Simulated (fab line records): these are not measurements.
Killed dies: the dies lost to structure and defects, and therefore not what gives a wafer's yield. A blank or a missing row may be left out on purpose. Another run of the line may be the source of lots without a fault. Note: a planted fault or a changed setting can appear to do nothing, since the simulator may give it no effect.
Split-lot experiment :: flow ritCmos :: 23 wafers read across 5 lots, on a route 202 steps long

THE SPLIT ITSELF
At RIT_GATE_OXIDATION_05 (target thk 3 nm, ox time 270 s), the setting oxTimeS was moved away from the recipe's 270 s on 20 of the 23 wafers read, by -13.0% to +13.4%. All remaining wafers had this setting at the recipe value.

THE PATH FROM SPLIT TO READING: the file shows 1 step between them
- RIT_GATE_ANNEAL_06: time 600 s

THE READING
At RIT_GATE_THK_MEAS_07: GATE_OXIDE_THK, given in nm. A value of 3.01 nm with a standard deviation of 0.076 nm is what fault-free wafers of this fab line usually give.

wafer: L074.1
tool, chamber at the split: -, -
oxTimeS as run, s: 306.1
against the recipe: +13.4%
GATE_OXIDE_THK, nm: 3.27
against lot-mates on the recipe: no lot-mate on the recipe

wafer: L074.2
tool, chamber at the split: -, -
oxTimeS as run, s: 306.1
against the recipe: +13.4%
GATE_OXIDE_THK, nm: 3.26
against lot-mates on the recipe: no lot-mate on the recipe

wafer: L074.3
tool, chamber at the split: -, -
oxTimeS as run, s: 306.1
against the recipe: +13.4%
GATE_OXIDE_THK, nm: 3.27
against lot-mates on the recipe: no lot-mate on the recipe

wafer: L074.5
tool, chamber at the split: -, -
oxTimeS as run, s: 306.1
against the recipe: +13.4%
GATE_OXIDE_THK, nm: 3.20
against lot-mates on the recipe: no lot-mate on the recipe

wafer: L074.6
tool, chamber at the split: -, -
oxTimeS as run, s: 306.1
against the recipe: +13.4%
GATE_OXIDE_THK, nm: 3.27
against lot-mates on the recipe: no lot-mate on the recipe

wafer: L077.1
tool, chamber at the split: furnace-01, 0
oxTimeS as run, s: 270
against the recipe: recipe
GATE_OXIDE_THK, nm: 2.99
against lot-mates on the recipe: -

wafer: L077.2
tool, chamber at the split: furnace-01, 0
oxTimeS as run, s: 270
against the recipe: recipe
GATE_OXIDE_THK, nm: 2.96
against lot-mates on the recipe: -

wafer: L077.5
tool, chamber at the split: furnace-01, 0
oxTimeS as run, s: 270
against the recipe: recipe
GATE_OXIDE_THK, nm: 2.97
against lot-mates on the recipe: -

wafer: L079.1
tool, chamber at the split: -, -
oxTimeS as run, s: 259.5
against the recipe: -3.9%
GATE_OXIDE_THK, nm: 2.89
against lot-mates on the recipe: no lot-mate on the recipe

wafer: L079.3
tool, chamber at the split: -, -
oxTimeS as run, s: 259.5
against the recipe: -3.9%
GATE_OXIDE_THK, nm: 2.95
against lot-mates on the recipe: no lot-mate on the recipe

wafer: L079.4
tool, chamber at the split: -, -
oxTimeS as run, s: 259.5
against the recipe: -3.9%
GATE_OXIDE_THK, nm: 2.91
against lot-mates on the recipe: no lot-mate on the recipe

wafer: L079.5
tool, chamber at the split: -, -
oxTimeS as run, s: 259.5
against the recipe: -3.9%
GATE_OXIDE_THK, nm: 2.87
against lot-mates on the recipe: no lot-mate on the recipe

wafer: L079.6
tool, chamber at the split: -, -
oxTimeS as run, s: 259.5
against the recipe: -3.9%
GATE_OXIDE_THK, nm: 2.96
against lot-mates on the recipe: no lot-mate on the recipe

wafer: L084.1
tool, chamber at the split: -, -
oxTimeS as run, s: 234.8
against the recipe: -13.0%
GATE_OXIDE_THK, nm: 2.72
against lot-mates on the recipe: no lot-mate on the recipe

wafer: L084.2
tool, chamber at the split: -, -
oxTimeS as run, s: 234.8
against the recipe: -13.0%
GATE_OXIDE_THK, nm: 2.64
against lot-mates on the recipe: no lot-mate on the recipe

wafer: L084.3
tool, chamber at the split: -, -
oxTimeS as run, s: 234.8
against the recipe: -13.0%
GATE_OXIDE_THK, nm: 2.77
against lot-mates on the recipe: no lot-mate on the recipe

wafer: L084.4
tool, chamber at the split: -, -
oxTimeS as run, s: 234.8
against the recipe: -13.0%
GATE_OXIDE_THK, nm: 2.75
against lot-mates on the recipe: no lot-mate on the recipe

wafer: L084.6
tool, chamber at the split: -, -
oxTimeS as run, s: 234.8
against the recipe: -13.0%
GATE_OXIDE_THK, nm: 2.67
against lot-mates on the recipe: no lot-mate on the recipe

wafer: L085.1
tool, chamber at the split: -, -
oxTimeS as run, s: 287.3
against the recipe: +6.4%
GATE_OXIDE_THK, nm: 3.17
against lot-mates on the recipe: no lot-mate on the recipe

wafer: L085.2
tool, chamber at the split: -, -
oxTimeS as run, s: 287.3
against the recipe: +6.4%
GATE_OXIDE_THK, nm: 3.21
against lot-mates on the recipe: no lot-mate on the recipe

wafer: L085.3
tool, chamber at the split: -, -
oxTimeS as run, s: 287.3
against the recipe: +6.4%
GATE_OXIDE_THK, nm: 3.23
against lot-mates on the recipe: no lot-mate on the recipe

wafer: L085.5
tool, chamber at the split: -, -
oxTimeS as run, s: 287.3
against the recipe: +6.4%
GATE_OXIDE_THK, nm: 3.20
against lot-mates on the recipe: no lot-mate on the recipe

wafer: L085.6
tool, chamber at the split: -, -
oxTimeS as run, s: 287.3
against the recipe: +6.4%
GATE_OXIDE_THK, nm: 3.19
against lot-mates on the recipe: no lot-mate on the recipe

FIT RESULTS
A straight line over all 23 wafers: GATE_OXIDE_THK changes by +0.0217 nm for each +1% of oxTimeS; r = +0.97; the points scatter about the line by 0.049 nm.
Too few moved wafers with a lot-mate on the recipe to fit a line net of each lot's own level.

THE WHOLE CHAIN: every reading that the file lists as answering this split, in the file's order
step: RIT_GATE_OXIDATION_05
what it does: target thk 3 nm, ox time 270 s
reading: SiO2_of_GATE_OXIDATION_05.thkNm (the simulator's own value, which no gauge read)
change (the file's fit): +0.0223 nm for each +1% of the setting
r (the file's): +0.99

step: RIT_GATE_THK_MEAS_07
what it does: 
reading: GATE_OXIDE_THK
change (the file's fit): +0.0216 for each +1% of the setting
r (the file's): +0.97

THE FILE'S OWN FIT
GATE_OXIDE_THK changes by +0.0216 nm for each +1% of oxTimeS, r = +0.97.
